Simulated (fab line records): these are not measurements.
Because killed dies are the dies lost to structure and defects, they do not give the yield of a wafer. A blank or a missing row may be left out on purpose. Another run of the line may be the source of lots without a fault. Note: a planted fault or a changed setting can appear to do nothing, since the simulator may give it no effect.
fab line records + flow rit_cmos
record
- lots=14
- wafers=42
- last_day=7
route steps=202 shown NWELL@34 FOX2@80 GATE@89 SPACER@130 M1@202
lots that met no fault: from a run of the same line without faults
start_h: start of the lot's first displayed wafer, in hours after the record's first day + wait_h: time in hours since the lot's previous step + " the same as in the row above + L1.1+2: a single row standing in for several wafers + - value missing, or start not given + * or withheld: withheld + < > ~ a bound
route shown NAME@n: NAME is a module with steps in the file, n the number in the route of the first one + usual: the fault-free wafers' mean and standard deviation + same: alike in all rows + chamber/n: place in a boat + sites: the reading at each site + _std_site: how widely they spread, as a standard deviation + _edge_site: mean of outer sites minus mean of inner sites + radius_mm: how far each site lies from the wafer's centre + mask NAME#n: copy n + behind: tool/chamber where the wafer was last shaped + hold: the reason the lot was held/the length of the hold in hours/how it ended + device: transistor that didn't switch, given as n, p or np + end of line: at the end of the route, the tests of the same wafers + for a step that has no rows: nothing shown but its recipe + killed: count of dies lost to structure and defects at first sort (not the wafer's yield) + map: shows each die of a wafer: x if killed, . if not, _ if none is there
set.NAME: the setting as run; set.NAME@STEP: as run at that earlier step + model.NAME: the simulator's own value behind a step, which no gauge read
steps of the route over a sample of lots; a table a step, a row a wafer
services: the hour from which a tool's chamber was out of use, counted from the record's first day as start_h (under 0 if before that day), plus the number of hours and why
## steps
# step RIT_NWELL_OVL_MEAS_06
# usual
- NWELL_OVL=0.7/1.4
| lot.wafer | tool       | chamber | start_h | wait_h | NWELL_OVL[nm] |
|-----------|------------|---------|---------|--------|---------------|
| L365.1    | overlay-01 | -       | 37.54   | -      | 2.2           |
| L365.3    | "          | -       | "       | "      | -0.2          |
| L365.6    | "          | -       | "       | "      | 0.0           |
| L366.2    | overlay-02 | -       | 47.01   | -      | 1.7           |
| L366.3    | "          | -       | "       | "      | 2.3           |
| L366.4    | "          | -       | "       | "      | 0.8           |
| L367.1    | overlay-01 | -       | 47.25   | -      | -1.3          |
| L367.5    | "          | -       | "       | "      | -0.5          |
| L367.6    | "          | -       | "       | "      | 0.4           |
| L369.1    | overlay-02 | -       | 53.56   | -      | 1.7           |
| L369.2    | "          | -       | "       | "      | 2.6           |
| L369.6    | "          | -       | "       | "      | 1.4           |
| L368.2    | overlay-01 | -       | 53.81   | -      | 1.6           |
| L368.3    | "          | -       | "       | "      | -0.4          |
| L368.5    | "          | -       | "       | "      | 1.6           |
| L370.2    | overlay-01 | -       | 58.40   | -      | 0.8           |
| L370.3    | "          | -       | "       | "      | 1.7           |
| L370.5    | "          | -       | "       | "      | -1.6          |
| L376.2    | overlay-01 | -       | 83.54   | -      | -0.7          |
| L376.5    | "          | -       | "       | "      | -0.2          |
| L376.6    | "          | -       | "       | "      | -1.1          |
| L378.3    | overlay-02 | -       | 93.23   | -      | 3.8           |
| L378.4    | "          | -       | "       | "      | 2.0           |
| L378.6    | "          | -       | "       | "      | 1.4           |
| L381.1    | overlay-02 | -       | 106.72  | -      | 0.7           |
| L381.3    | "          | -       | "       | "      | 0.6           |
| L381.4    | "          | -       | "       | "      | 1.8           |
| L382.1    | overlay-01 | -       | 116.08  | -      | -0.8          |
| L382.3    | "          | -       | "       | "      | -1.9          |
| L382.6    | "          | -       | "       | "      | -1.3          |
| L384.3    | overlay-02 | -       | 121.03  | -      | 0.4           |
| L384.4    | "          | -       | "       | "      | 0.2           |
| L384.6    | "          | -       | "       | "      | 0.0           |
| L385.1    | overlay-01 | -       | 132.96  | -      | 0.5           |
| L385.4    | "          | -       | "       | "      | -0.1          |
| L385.6    | "          | -       | "       | "      | -0.4          |
| L386.1    | overlay-01 | -       | 134.40  | -      | 1.5           |
| L386.2    | "          | -       | "       | "      | 0.4           |
| L386.6    | "          | -       | "       | "      | 0.5           |
| L387.2    | overlay-01 | -       | 138.16  | -      | 1.3           |
| L387.4    | "          | -       | "       | "      | 0.9           |
| L387.5    | "          | -       | "       | "      | 0.9           |
# step RIT_FOX2_THK_MEAS_91
# recipe
- reads=SiO2_of_FOX2_OXIDATION_00
# usual
- FIELD_OXIDE_LEFT_2_THK=256/8.4
| lot.wafer | tool          | chamber | start_h | wait_h | FIELD_OXIDE_LEFT_2_THK[nm] |
|-----------|---------------|---------|---------|--------|----------------------------|
| L365.1    | film_metro-02 | -       | 54.18   | 0.0    | 250                        |
| L365.3    | "             | -       | "       | "      | 249                        |
| L365.6    | "             | -       | "       | "      | 256                        |
| L366.2    | film_metro-01 | -       | 59.71   | 0.0    | 245                        |
| L366.3    | "             | -       | "       | "      | 247                        |
| L366.4    | "             | -       | "       | "      | 248                        |
| L367.1    | film_metro-03 | -       | 59.82   | 0.0    | 262                        |
| L367.5    | "             | -       | "       | "      | 261                        |
| L367.6    | "             | -       | "       | "      | 261                        |
| L369.1    | film_metro-03 | -       | 67.65   | 0.0    | 257                        |
| L369.2    | "             | -       | "       | "      | 265                        |
| L369.6    | "             | -       | "       | "      | 260                        |
| L368.2    | film_metro-01 | -       | 68.14   | 0.0    | 246                        |
| L368.3    | "             | -       | "       | "      | 252                        |
| L368.5    | "             | -       | "       | "      | 250                        |
| L370.2    | film_metro-03 | -       | 71.57   | 0.0    | 266                        |
| L370.3    | "             | -       | "       | "      | 267                        |
| L370.5    | "             | -       | "       | "      | 262                        |
| L376.2    | film_metro-02 | -       | 97.18   | 0.0    | 253                        |
| L376.5    | "             | -       | "       | "      | 250                        |
| L376.6    | "             | -       | "       | "      | 253                        |
| L378.3    | film_metro-01 | -       | 105.24  | 0.0    | 247                        |
| L378.4    | "             | -       | "       | "      | 247                        |
| L378.6    | "             | -       | "       | "      | 249                        |
| L381.1    | film_metro-03 | -       | 119.35  | 0.0    | 264                        |
| L381.3    | "             | -       | "       | "      | 262                        |
| L381.4    | "             | -       | "       | "      | 261                        |
| L382.1    | film_metro-01 | -       | 128.17  | 0.0    | 246                        |
| L382.3    | "             | -       | "       | "      | 240                        |
| L382.6    | "             | -       | "       | "      | 239                        |
| L384.3    | film_metro-01 | -       | 133.90  | 0.0    | 255                        |
| L384.4    | "             | -       | "       | "      | 253                        |
| L384.6    | "             | -       | "       | "      | 249                        |
| L385.1    | film_metro-02 | -       | 145.33  | 0.0    | 261                        |
| L385.4    | "             | -       | "       | "      | 259                        |
| L385.6    | "             | -       | "       | "      | 263                        |
| L386.1    | film_metro-01 | -       | 146.35  | 0.0    | 253                        |
| L386.2    | "             | -       | "       | "      | 254                        |
| L386.6    | "             | -       | "       | "      | 255                        |
| L387.2    | film_metro-02 | -       | 151.51  | 0.0    | 251                        |
| L387.4    | "             | -       | "       | "      | 261                        |
| L387.5    | "             | -       | "       | "      | 258                        |
# step RIT_GATE_EXPOSE_13
# recipe
- mask_id=M6
- na=0.6
- source_shape=conventional
- sigma_outer=0.6
- target_cd_nm=150
- dose_mj=380
| lot.wafer  | tool             | chamber | start_h | wait_h | mask |
|------------|------------------|---------|---------|--------|------|
| L365.1+3+6 | iline_stepper-01 | 0       | 61.82   | 0.2    | M6#0 |
| L366.2+3+4 | iline_stepper-02 | 0       | 66.98   | 0.2    | M6#0 |
| L367.1+5+6 | iline_stepper-01 | 0       | 67.20   | 0.4    | M6#0 |
| L369.1+2+6 | iline_stepper-02 | 0       | 71.35   | 0.2    | M6#0 |
| L368.2+3+5 | iline_stepper-01 | 0       | 72.27   | 0.2    | M6#0 |
| L370.2+3+5 | iline_stepper-01 | 0       | 79.98   | 0.2    | M6#0 |
| L376.2+5+6 | iline_stepper-02 | 0       | 102.50  | 0.2    | M6#0 |
| L378.3+4+6 | iline_stepper-02 | 0       | 113.19  | 0.2    | M6#0 |
| L381.1+3+4 | iline_stepper-02 | 0       | 129.86  | 0.1    | M6#0 |
| L382.1+3+6 | iline_stepper-02 | 0       | 133.16  | 0.1    | M6#0 |
| L384.3+4+6 | iline_stepper-02 | 0       | 137.67  | 0.2    | M6#0 |
| L385.1+4+6 | iline_stepper-02 | 0       | 151.81  | 0.1    | M6#0 |
| L386.1+2+6 | iline_stepper-01 | 0       | 152.05  | 0.3    | M6#0 |
| L387.2+4+5 | iline_stepper-02 | 0       | 155.71  | 0.2    | M6#0 |
# step RIT_GATE_CD_MEAS_16
# recipe
- target_cd_nm=150
# usual
- cd_nm=148.9/2.2
| lot.wafer | tool      | chamber | start_h | wait_h | cd_nm |
|-----------|-----------|---------|---------|--------|-------|
| L365.1    | cd_sem-02 | -       | 62.22   | -      | 147.9 |
| L365.3    | "         | -       | "       | "      | 148.3 |
| L365.6    | "         | -       | "       | "      | 148.0 |
| L366.2    | cd_sem-02 | -       | 67.52   | -      | 146.5 |
| L366.3    | "         | -       | "       | "      | 149.0 |
| L366.4    | "         | -       | "       | "      | 149.4 |
| L367.1    | cd_sem-01 | -       | 68.02   | -      | 145.9 |
| L367.5    | "         | -       | "       | "      | 145.2 |
| L367.6    | "         | -       | "       | "      | 147.4 |
| L369.1    | cd_sem-02 | -       | 71.75   | -      | 150.2 |
| L369.2    | "         | -       | "       | "      | 148.2 |
| L369.6    | "         | -       | "       | "      | 149.4 |
| L368.2    | cd_sem-02 | -       | 72.70   | -      | -     |
| L368.3    | "         | -       | "       | "      | 60.0  |
| L368.5    | "         | -       | "       | "      | -     |
| L370.2    | cd_sem-01 | -       | 80.59   | -      | -     |
| L370.3    | "         | -       | "       | "      | -     |
| L370.5    | "         | -       | "       | "      | -     |
| L376.2    | cd_sem-01 | -       | 103.04  | -      | 149.4 |
| L376.5    | "         | -       | "       | "      | 149.1 |
| L376.6    | "         | -       | "       | "      | 149.5 |
| L378.3    | cd_sem-02 | -       | 113.59  | -      | 147.1 |
| L378.4    | "         | -       | "       | "      | 146.5 |
| L378.6    | "         | -       | "       | "      | 147.2 |
| L381.1    | cd_sem-01 | -       | 130.32  | -      | 147.2 |
| L381.3    | "         | -       | "       | "      | 148.9 |
| L381.4    | "         | -       | "       | "      | 147.9 |
| L382.1    | cd_sem-01 | -       | 133.56  | -      | 149.0 |
| L382.3    | "         | -       | "       | "      | 150.7 |
| L382.6    | "         | -       | "       | "      | 152.4 |
| L384.3    | cd_sem-01 | -       | 138.07  | -      | 151.0 |
| L384.4    | "         | -       | "       | "      | 150.5 |
| L384.6    | "         | -       | "       | "      | 151.4 |
| L385.1    | cd_sem-01 | -       | 152.21  | -      | 151.0 |
| L385.4    | "         | -       | "       | "      | 148.8 |
| L385.6    | "         | -       | "       | "      | 151.4 |
| L386.1    | cd_sem-01 | -       | 152.45  | -      | 150.2 |
| L386.2    | "         | -       | "       | "      | 146.4 |
| L386.6    | "         | -       | "       | "      | 148.4 |
| L387.2    | cd_sem-02 | -       | 156.11  | -      | 150.5 |
| L387.4    | "         | -       | "       | "      | 149.0 |
| L387.5    | "         | -       | "       | "      | 149.0 |
# step RIT_GATE_OVL_MEAS_17
# usual
- GATE_OVL=-0.3/1.5
| lot.wafer | tool       | chamber | start_h | wait_h | GATE_OVL[nm] |
|-----------|------------|---------|---------|--------|--------------|
| L365.1    | overlay-01 | -       | 62.34   | 0.1    | 1.9          |
| L365.3    | "          | -       | "       | "      | 0.9          |
| L365.6    | "          | -       | "       | "      | -0.1         |
| L366.2    | overlay-01 | -       | 67.62   | 0.1    | -0.9         |
| L366.3    | "          | -       | "       | "      | -1.8         |
| L366.4    | "          | -       | "       | "      | -1.4         |
| L367.1    | overlay-02 | -       | 68.14   | 0.1    | 3.2          |
| L367.5    | "          | -       | "       | "      | 0.4          |
| L367.6    | "          | -       | "       | "      | -1.1         |
| L369.1    | overlay-02 | -       | 71.87   | 0.1    | -0.3         |
| L369.2    | "          | -       | "       | "      | -2.0         |
| L369.6    | "          | -       | "       | "      | 0.7          |
| L368.2    | overlay-01 | -       | 72.81   | 0.1    | -            |
| L368.3    | "          | -       | "       | "      | -0.3         |
| L368.5    | "          | -       | "       | "      | -            |
| L370.2    | overlay-01 | -       | 80.70   | 0.1    | -            |
| L370.3    | "          | -       | "       | "      | -            |
| L370.5    | "          | -       | "       | "      | -            |
| L376.2    | overlay-02 | -       | 103.15  | 0.1    | 2.2          |
| L376.5    | "          | -       | "       | "      | 0.3          |
| L376.6    | "          | -       | "       | "      | 0.6          |
| L378.3    | overlay-01 | -       | 113.68  | 0.1    | -0.9         |
| L378.4    | "          | -       | "       | "      | 1.0          |
| L378.6    | "          | -       | "       | "      | 0.5          |
| L381.1    | overlay-01 | -       | 130.44  | 0.1    | -0.1         |
| L381.3    | "          | -       | "       | "      | 1.1          |
| L381.4    | "          | -       | "       | "      | 2.4          |
| L382.1    | overlay-01 | -       | 133.68  | 0.1    | 0.0          |
| L382.3    | "          | -       | "       | "      | -0.2         |
| L382.6    | "          | -       | "       | "      | -2.1         |
| L384.3    | overlay-02 | -       | 138.16  | 0.1    | -0.9         |
| L384.4    | "          | -       | "       | "      | -3.8         |
| L384.6    | "          | -       | "       | "      | 0.3          |
| L385.1    | overlay-02 | -       | 152.33  | 0.1    | -0.5         |
| L385.4    | "          | -       | "       | "      | -2.7         |
| L385.6    | "          | -       | "       | "      | -1.9         |
| L386.1    | overlay-01 | -       | 152.57  | 0.1    | 1.5          |
| L386.2    | "          | -       | "       | "      | 1.4          |
| L386.6    | "          | -       | "       | "      | 0.9          |
| L387.2    | overlay-01 | -       | 156.21  | 0.1    | 0.6          |
| L387.4    | "          | -       | "       | "      | 1.3          |
| L387.5    | "          | -       | "       | "      | 1.2          |
# step RIT_SPACER_ETCHBACK_05
# recipe
- target_depth_a=2500
- SF6_flow_sccm=30
- CHF3_flow_sccm=30
- target=Si3N4
- chemistry=SF6/CHF3
- pressure_mtorr=40
- rf_w=250
- time_s=240
- stop_on=SiO2
# usual
- drypump_motor_current_A=6.0/0.44
- oes_product_au=0.845/0.012
- throttle_valve_pct=10.28/0.15
# same
- time_s=240
| lot.wafer | tool        | chamber | start_h | wait_h | drypump_motor_current_A | oes_product_au | rf_hours_counter_h | throttle_valve_pct |
|-----------|-------------|---------|---------|--------|-------------------------|----------------|--------------------|--------------------|
| L365.1    | rie_diel-01 | 3       | 73.30   | 0.1    | 6.6                     | 0.846          | 143                | 10.23              |
| L365.3    | "           | 0       | "       | "      | 5.8                     | 0.839          | 140                | 10.35              |
| L365.6    | "           | 3       | "       | "      | 6.7                     | 0.844          | -                  | 10.24              |
| L366.2    | rie_diel-02 | 1       | 77.45   | 0.0    | 6.2                     | 0.871          | 131                | 10.32              |
| L366.3    | "           | 0       | "       | "      | 4.9                     | 0.869          | 120                | 10.37              |
| L366.4    | "           | 3       | "       | "      | 6.2                     | 0.851          | 105                | 10.09              |
| L367.1    | rie_diel-01 | 2       | 77.90   | 0.1    | 5.8                     | 0.825          | 31                 | 10.29              |
| L367.5    | "           | 2       | "       | "      | 5.7                     | 0.823          | -                  | 10.31              |
| L367.6    | "           | 3       | "       | "      | 6.6                     | 0.834          | -                  | 10.23              |
| L369.1    | rie_diel-02 | 3       | 83.10   | 0.1    | 6.2                     | 0.845          | 105                | 10.07              |
| L369.2    | "           | 1       | "       | "      | 6.2                     | 0.862          | 131                | 10.35              |
| L369.6    | "           | 3       | "       | "      | 6.2                     | 0.834          | -                  | 10.09              |
| L376.2    | rie_diel-01 | 0       | 111.91  | 0.0    | 5.8                     | 0.822          | 141                | 10.38              |
| L376.5    | "           | 3       | "       | "      | 6.7                     | 0.820          | -                  | 10.21              |
| L376.6    | "           | 0       | "       | "      | 5.8                     | 0.833          | -                  | 10.38              |
| L378.3    | rie_diel-01 | 3       | 124.15  | 0.0    | 6.6                     | 0.828          | 144                | 10.23              |
| L378.4    | "           | 0       | "       | "      | 5.8                     | 0.844          | 141                | 10.38              |
| L378.6    | "           | 0       | "       | "      | 5.8                     | 0.841          | -                  | 10.39              |
| L381.1    | rie_diel-01 | 3       | 139.21  | 0.1    | 6.6                     | 0.842          | 144                | 10.24              |
| L381.3    | "           | 1       | "       | "      | 6.1                     | 0.843          | 62                 | 9.98               |
| L381.4    | "           | 2       | "       | "      | 5.7                     | 0.831          | 32                 | 10.32              |
| L382.1    | rie_diel-03 | 1       | 142.68  | 0.1    | 6.4                     | 0.842          | 150                | 10.50              |
| L382.3    | "           | 3       | "       | "      | 5.8                     | 0.861          | 141                | 10.10              |
| L382.6    | "           | 1       | "       | "      | 6.4                     | 0.853          | -                  | 10.50              |
| L384.3    | rie_diel-02 | 3       | 148.75  | 0.0    | 6.2                     | 0.854          | 106                | 10.10              |
| L384.4    | "           | 0       | "       | "      | 4.9                     | 0.868          | 122                | 10.36              |
| L384.6    | "           | 2       | "       | "      | 6.3                     | 0.848          | -                  | 10.43              |
| L385.1    | rie_diel-02 | 2       | 161.19  | 0.1    | 6.3                     | 0.848          | 6                  | 10.40              |
| L385.4    | "           | 2       | "       | "      | 6.3                     | 0.840          | -                  | 10.41              |
| L385.6    | "           | 1       | "       | "      | 6.2                     | 0.850          | -                  | 10.32              |
| L386.1    | rie_diel-01 | 0       | 162.52  | 0.1    | 5.8                     | 0.859          | 142                | 10.36              |
| L386.2    | "           | 2       | "       | "      | 5.7                     | 0.849          | 33                 | 10.30              |
| L386.6    | "           | 3       | "       | "      | 6.6                     | 0.855          | -                  | 10.24              |
| L387.2    | rie_diel-03 | 2       | 165.90  | 0.0    | 5.6                     | 0.855          | 121                | 10.55              |
| L387.4    | "           | 0       | "       | "      | 5.8                     | 0.848          | -                  | 10.30              |
| L387.5    | "           | 3       | "       | "      | 5.8                     | 0.859          | -                  | 10.09              |
# step RIT_M1_PROBE_99
# usual
- killed_at_M0_to_M3=0.0/0.14
- killed_at_front_end=7.3/2.8
- killed_dies=7.3/2.8
- killed_on_rim=1.9/1.3
- killed_open=3.8/1.9
- killed_short=3.5/1.8
# same
- gross_dies=264
- killed_at_M4_up=0
- killed_at_back_side=0
- killed_at_contacts=0
- killed_at_other=0
| lot.wafer | tool      | chamber | start_h | wait_h | killed_at_M0_to_M3 | killed_at_front_end | killed_dies | killed_on_rim | killed_open | killed_short |
|-----------|-----------|---------|---------|--------|--------------------|---------------------|-------------|---------------|-------------|--------------|
| L367.1    | prober-02 | -       | 91.20   | 0.1    | 0                  | 7                   | 7           | 3             | 2           | 5            |
| L367.5    | prober-02 | -       | 91.40   | 0.2    | 0                  | 3                   | 3           | 1             | 2           | 1            |
| L367.6    | prober-02 | -       | 91.45   | 0.2    | 0                  | 5                   | 5           | 1             | 3           | 2            |
| L368.2    | prober-02 | -       | 96.23   | 0.1    | 0                  | 264                 | 264         | 70            | 6           | 10           |
| L368.3    | prober-02 | -       | 96.28   | 0.2    | 0                  | 264                 | 264         | 70            | 5           | 3            |
| L368.5    | prober-02 | -       | 96.38   | 0.2    | 0                  | 264                 | 264         | 70            | 8           | 8            |
| L370.2    | prober-02 | -       | 102.57  | 0.1    | 0                  | 264                 | 264         | 70            | 3           | 9            |
| L370.3    | prober-02 | -       | 102.62  | 0.2    | 0                  | 264                 | 264         | 70            | 3           | 6            |
| L370.5    | prober-02 | -       | 102.72  | 0.2    | 0                  | 264                 | 264         | 70            | 3           | 3            |
| L378.3    | prober-01 | -       | 135.61  | 0.2    | 0                  | 5                   | 5           | 2             | 3           | 2            |
| L378.4    | prober-01 | -       | 135.66  | 0.2    | 0                  | 7                   | 7           | 3             | 3           | 4            |
| L378.6    | prober-01 | -       | 135.76  | 0.2    | 0                  | 8                   | 8           | 1             | 3           | 5            |
| L386.1    | prober-01 | -       | 173.85  | 0.1    | 0                  | 8                   | 8           | 3             | 5           | 3            |
| L386.2    | prober-01 | -       | 173.90  | 0.1    | 0                  | 13                  | 13          | 2             | 6           | 7            |
| L386.6    | prober-01 | -       | 174.10  | 0.2    | 0                  | 16                  | 16          | 3             | 8           | 8            |
| L387.2    | prober-02 | -       | 176.69  | 0.1    | 0                  | 3                   | 3           | 0             | 3           | 0            |
| L387.4    | prober-02 | -       | 176.79  | 0.2    | 0                  | 4                   | 4           | 1             | 2           | 2            |
| L387.5    | prober-02 | -       | 176.84  | 0.2    | 0                  | 6                   | 6           | 2             | 1           | 5            |
# killed by level:class
L367.1 GATE:geometric_particle:open=2 FOX1:geometric_particle:short=1 FOX2:geometric_particle:short=1 GATE:geometric_particle:short=1 REOX:geometric_particle:short=1 SPACER:geometric_particle:short=1
L367.5 GATE:geometric_particle:open=1 FOX2:geometric_particle:open=1 GATE:geometric_particle:short=1
L367.6 GATE:geometric_particle:short=2 FOX1:geometric_particle:open=1 GATE:geometric_particle:open=1 REOX:geometric_particle:open=1
L368.2 GATE:area_expose=248 GATE:geometric_particle:short=8 SPACER:geometric_particle:open=2 SILICIDE:geometric_particle:open=2 FOX1:geometric_particle:open=1 FOX1:geometric_particle:short=1 GATE:geometric_particle:open=1 SILICIDE:geometric_particle:short=1
L368.3 GATE:area_expose=255 GATE:geometric_particle:open=2 GATE:geometric_particle:short=2 SPACER:geometric_particle:open=2 FOX1:geometric_particle:short=1 REOX:geometric_particle:open=1 NLDD:coat_microbubble_printed=1
L368.5 GATE:area_expose=248 GATE:geometric_particle:short=7 GATE:geometric_particle:open=4 FOX2:geometric_particle:open=2 REOX:geometric_particle:open=1 SPACER:geometric_particle:short=1 SILICIDE:geometric_particle:open=1
L370.2 GATE:area_expose=252 GATE:geometric_particle:short=7 GATE:geometric_particle:open=2 FOX1:geometric_particle:short=1 REOX:geometric_particle:open=1 SPACER:geometric_particle:short=1
L370.3 GATE:area_expose=255 GATE:geometric_particle:short=2 REOX:geometric_particle:open=2 SILICIDE:geometric_particle:short=2 FOX2:geometric_particle:short=1 REOX:geometric_particle:short=1 SILICIDE:geometric_particle:open=1
L370.5 GATE:area_expose=258 REOX:geometric_particle:short=2 FOX2:geometric_particle:open=1 FOX2:geometric_particle:short=1 GATE:geometric_particle:open=1 REOX:geometric_particle:open=1
L378.3 FOX1:geometric_particle:open=2 FOX2:geometric_particle:open=1 REOX:geometric_particle:short=1 STARTING-WAFER:geometric_particle:short=1
L378.4 GATE:geometric_particle:short=2 GATE:geometric_particle:open=2 FOX2:geometric_particle:short=1 REOX:geometric_particle:short=1 SPACER:geometric_particle:open=1
L378.6 GATE:geometric_particle:short=3 FOX1:geometric_particle:short=1 GATE:geometric_particle:open=1 REOX:geometric_particle:short=1 SPACER:geometric_particle:open=1 SILICIDE:geometric_particle:open=1
L386.1 GATE:geometric_particle:open=2 REOX:geometric_particle:open=2 FOX1:geometric_particle:short=1 FOX2:geometric_particle:open=1 FOX2:geometric_particle:short=1 SILICIDE:geometric_particle:short=1
L386.2 GATE:geometric_particle:short=4 FOX1:geometric_particle:short=2 FOX2:geometric_particle:open=2 GATE:geometric_particle:open=2 REOX:geometric_particle:short=1 SPACER:geometric_particle:open=1 SILICIDE:geometric_particle:open=1
L386.6 GATE:geometric_particle:short=4 SPACER:geometric_particle:short=3 FOX1:geometric_particle:open=2 GATE:geometric_particle:open=2 FOX1:geometric_particle:short=1 FOX2:geometric_particle:open=1 REOX:geometric_particle:open=1 SPACER:geometric_particle:open=1
L387.2 GATE:geometric_particle:open=2 SILICIDE:geometric_particle:open=1
L387.4 FOX1:geometric_particle:short=1 FOX2:geometric_particle:open=1 GATE:geometric_particle:open=1 GATE:geometric_particle:short=1
L387.5 GATE:geometric_particle:short=3 FOX1:geometric_particle:short=1 GATE:geometric_particle:open=1 SPACER:geometric_particle:short=1
## services
| tool             | chamber | start_h | hours | kind           |
|------------------|---------|---------|-------|----------------|
| iline_stepper-01 | 0       | 48.95   | -     | calibration    |
| rie_diel-02      | -       | 81.46   | 0.5   | repair         |
| rie_diel-03      | 1       | 105.21  | 8.5   | repair         |
| iline_stepper-02 | 0       | 111.26  | -     | calibration    |
| iline_stepper-01 | -       | 115.01  | 3.7   | repair         |
| rie_diel-03      | 1       | 155.39  | -     | clean          |
| rie_diel-03      | 1       | 155.39  | 14.0  | scheduled_down |
| rie_diel-03      | 1       | 155.39  | 14.0  | vent_cycle     |
| rie_diel-01      | 2       | 165.27  | 6.9   | repair         |
## key
first_sign
- step=RIT_GATE_CD_MEAS_16
- reading=cd_nm
- direction=missing
effect
- step=RIT_GATE_OVL_MEAS_17
- reading=GATE_OVL
- direction=missing
effect
- step=RIT_M1_PROBE_99
- reading=killed_at_front_end
- direction=up
- sigmas=90
- usual=7.3
- struck=264
more_kills_born_at
- RIT_GATE_EXPOSE_13@iline_stepper-01=1516
met_at RIT_GATE_EXPOSE_13
struck_lots L368,L370
later_rows_left_out L368.2,L368.3,L368.5,L370.2,L370.3,L370.5
tester_left_out L368,L370
not_acting_at RIT_NWELL_OVL_MEAS_06,RIT_FOX2_THK_MEAS_91,RIT_SPACER_ETCHBACK_05
onset_between 67.20 72.27
fault
- kind=process_parameter_drift
- tool=iline_stepper-01
- chamber=-
- onset_h=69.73
- steps=RIT_GATE_EXPOSE_13
- channel=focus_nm
- offset=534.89
- spread_by_wafer=0.3
- shape=step
- end_h=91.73
# tester_left_out: of these lots the tester's yield and bins aren't shown, on N5 and GAA mostly nor the transistor test; their killed dies are dies lost to structure and defects alone, not to doping, threshold or leakage, so they don't give the yield
# later_rows_left_out: the simulator's readings of these wafers behind a module that went badly wrong aren't trusted and aren't shown, but for the sort
